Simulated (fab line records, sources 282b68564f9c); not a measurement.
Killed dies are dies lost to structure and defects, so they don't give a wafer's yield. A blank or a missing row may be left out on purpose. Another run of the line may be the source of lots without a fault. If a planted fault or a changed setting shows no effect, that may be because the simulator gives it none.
Comparing a struck lot with a sound one :: flow rit-cmos :: 22 steps out of a route of 202
Sound: wafers L732.2, L732.5, L732.6. Struck: wafers L747.2, L747.3, L747.4. Last of all comes the cause.
For every step that has rows: the tool of each side, followed by ch and its chambers, followed by its first start. Under that, the readings that differ: sound wafers :: struck wafers :: difference of the means :: sigmas: that difference in standard deviations of wafers without a fault.
alike: readings with means less than 2 such deviations apart, plus words and numbers identical on both sides. not compared: withheld readings, readings lacking a value on some wafer, bounds such as >300 that could conceal the same value, and numbers that have no deviation in the record and whose values overlap.
The two part at a step that has a row with sigmas, a row that says differs or no value, or rows on one side only. Non-overlapping numbers with no deviation appear without sigmas and do not part them. Lack of a reading on every wafer of one side parts them only where that side has two or more wafers.

first, 2 steps without rows for these wafers: RIT_NSD_HARDBAKE_07 (time 60 s); RIT_NSD_IMPLANT_08.
RIT_NSD_STRIP_09: strips in O2, time 180 s.
  sound on plasma-asher-04 ch 0,1, day 3 03:50; struck on plasma-asher-01 ch 0,1, day 6 10:36
  alike: drypump-motor-current-A, o2-flow-sccm
  not compared: rf-hours-counter-h
RIT_NSD_TW_MEAS_10:
  sound on film-metro-01 at day 3 04:01; struck on film-metro-04 at day 6 10:47
  alike: NSD_TW
then, 6 steps without rows for these wafers: RIT_PSD_HMDS_00 (prime time 60 s); RIT_PSD_COAT_01 (resist thk 1000 nm); RIT_PSD_SOFTBAKE_02 (time 60 s); RIT_PSD_EXPOSE_03 (exposes mask M10, target cd 40900 nm); RIT_PSD_PEB_04; RIT_PSD_DEVELOP_05 (develop time 50 s).
RIT_PSD_OVL_MEAS_06:
  sound on overlay-01 at day 3 05:03; struck on overlay-01 at day 6 11:41
reading: PSD_OVL (nm)
sound: -0.5 -1.1 -3.0
struck: 2.5 1.3 2.4
difference: +3.6
sigmas: +2
then, 1 step without rows for these wafers: RIT_PSD_HARDBAKE_07 (time 60 s).
RIT_PSD_IMPLANT_08:
  sound on implanter-01 ch 0, day 3 05:16; struck on implanter-01 ch 0, day 6 11:53
reading: beam-on-s (s)
sound: 14.2 14.3 14.4
struck: 22.8 23.4 23.3
difference: +8.9
sigmas: +22

reading: dose-ions-cm2
sound: 4.996e+15 5.003e+15 4.997e+15
struck: 7.997e+15 7.996e+15 8.003e+15
difference: +3.000e+15
sigmas: +99 or more
  alike: tilt-deg
RIT_PSD_STRIP_09: strips in O2, time 180 s.
  sound on plasma-asher-04 ch 0,1, day 3 05:23; struck on plasma-asher-03 ch 0,1, day 6 12:01
  alike: drypump-motor-current-A, o2-flow-sccm
  not compared: rf-hours-counter-h
RIT_PSD_TW_MEAS_10:
  sound on film-metro-03 at day 3 05:34; struck on film-metro-01 at day 6 12:12
  alike: PSD_TW
then, 3 steps without rows for these wafers: RIT_SDANNEAL_CLEAN_00 (cleans in SC1, time 600 s); RIT_SDANNEAL_CLEAN_01 (cleans in dHF, time 30 s); RIT_SDANNEAL_CLEAN_02 (cleans in SC2, time 600 s).
RIT_SDANNEAL_RTA_03: time 5 s.
  sound on rtp-anneal-01 ch 0, day 3 06:01; struck on rtp-anneal-01 ch 0, day 6 12:38
  alike: wafer_temp_C_max
RIT_SDANNEAL_RS_MEAS_04: measures by four-point-probe.
  sound on film-metro-03 at day 3 06:05; struck on film-metro-03 at day 6 12:42
reading: PSD_RS (ohm/sq)
sound: 115.96 115.66 115.83
struck: 110.34 110.00 110.13
difference: -5.66
sigmas: -20
RIT_SDANNEAL_RS_MEAS_05: measures by four-point-probe.
  sound on film-metro-03 at day 3 06:12; struck on film-metro-03 at day 6 12:49
reading: NSD_RS (ohm/sq)
sound: 84.90 85.00 85.06
struck: 84.38 84.02 84.37
difference: -0.73
sigmas: -3
RIT_M1_PROBE_99:
  sound on prober-01 at day 3 13:28; struck on prober-01 at day 6 20:05
  alike: killed-at-contacts, killed-at-front-end, killed-dies, killed-open, killed-short

WHERE THEY PART
First at RIT_PSD_OVL_MEAS_06; last, within this record, at RIT_SDANNEAL_RS_MEAS_05. Later steps at which nothing parts them and some readings are alike: RIT_M1_PROBE_99.

WHY: what had been put in by the simulator
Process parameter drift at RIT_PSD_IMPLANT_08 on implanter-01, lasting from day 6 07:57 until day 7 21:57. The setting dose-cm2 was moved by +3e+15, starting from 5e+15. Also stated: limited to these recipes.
